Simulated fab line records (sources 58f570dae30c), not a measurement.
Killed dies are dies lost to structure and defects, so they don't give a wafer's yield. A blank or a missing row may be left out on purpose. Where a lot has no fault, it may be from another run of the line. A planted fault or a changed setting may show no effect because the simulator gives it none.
Struck lot and sound lot, side by side    flow berkeleyCmos170    14 steps out of a route of 331
Sound: the wafers L858.1, L858.2, L858.6. Struck: wafers L864.3, L864.6 (left out: L864.2, a lot-mate that was not struck); the cause follows at the end.
Order at every step that has rows: each side's tool, ch and its chambers, its first start. Under that, the readings that differ: sound wafers    struck wafers    difference of the means    sigmas: that difference in standard deviations of wafers without a fault.
alike: readings whose means differ by less than 2 such deviations, and words and numbers that are the same on both sides. not compared: withheld readings, readings that some wafer has no value for, bounds like >300 that may hide the same value, and numbers for which the record gives no deviation and whose values overlap.
The two part at a step that has a row with sigmas, a row that says differs or no value, or rows on one side only. Numbers that don't overlap but have no deviation are shown without sigmas and don't part them. A reading that every wafer of one side lacks parts them only if that side has two wafers or more.

UCB170_M1_SPUTTER_00: material Al, target thk 600 nm, time 80 s.
  struck on pvdSputter-01, day 12 07:11; sound on pvdSputter-03, day 11 07:49
  alike: throttleValvePct
UCB170_M1_RS_MEAS_01: measurement is done with a four-point probe.
  struck on filmMetro-03, day 12 07:16; sound on filmMetro-03, day 11 07:53
  alike: M1_AL_RS
UCB170_M1_THK_MEAS_02: measures by xrf.
  struck on filmMetro-03, day 12 07:22; sound on filmMetro-03, day 11 08:00
  alike: M1_AL_THK
then, 6 steps without rows for these wafers: UCB170_M1_COAT_03; UCB170_M1_COAT_04 (resist thk 900 nm); UCB170_M1_SOFTBAKE_05 (time 60 s); UCB170_M1_EXPOSE_06 (exposes mask METAL1, target cd 700 nm); UCB170_M1_PEB_07; UCB170_M1_DEVELOP_08 (develop time 45 s).
UCB170_M1_CD_MEAS_09: target cd 700 nm.
  struck on cdSem-02, day 12 08:27; sound on cdSem-01, day 11 08:59
  alike: cdNm
UCB170_M1_OVL_MEAS_10:
  struck on overlay-02, day 12 08:33; sound on overlay-02, day 11 09:06
  alike: M1_OVL
UCB170_M1_ETCH_11: etches BARC in N2/H2.
  sound on rieDiel-04 ch 0,3, day 11 09:08; struck on rieDiel-02 ch 2,3, day 12 08:35
  alike: drypumpMotorCurrentA, oesProductAu, throttleValvePct
UCB170_M1_METAL_ETCH_12: etches Al in Cl2/BCl3, stops on PSG, target depth 780 nm, time 130 s.
  sound on rieMetal-01 ch 0,1, day 11 09:11; struck on rieMetal-01 ch 1, day 12 08:38
reading                             sound              struck       difference  sigmas
oesProductAu (a.u.)                 0.837 0.833 0.853  0.997 1.012  +0.163      +12
runLengthS (s)                      158.5 157.7 158.6  108.4 108.4  -49.9       -45
model.KrF_of_M1_COAT_04.thkNm (nm)  427.2 411.3 429.2  606.6 601.7  +181.6      
model.M1.featureDepthNm (nm)        632.9 625.4 640.9  488.4 493    -142.4      
model.etch.depthNm (nm)             594.5 585.3 602.5  488.4 493    -103.4      
  alike: drypumpMotorCurrentA, throttleValvePct
  not compared: rfHoursCounterH
UCB170_M1_STRIP_13: strips in O2.
  sound on plasmaAsher-03 ch 0,1, day 11 09:19; struck on plasmaAsher-02 ch 0,1, day 12 08:46
  alike: drypumpMotorCurrentA, oesProductAu
  not compared: rfHoursCounterH

WHERE THEY PART
Within this record, at UCB170_M1_METAL_ETCH_12 only. Later steps at which nothing parts them and some readings are alike: UCB170_M1_STRIP_13.

WHY: what the simulator had put in
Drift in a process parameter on rieMetal-01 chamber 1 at UCB170_M1_METAL_ETCH_12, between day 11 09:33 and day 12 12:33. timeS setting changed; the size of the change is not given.
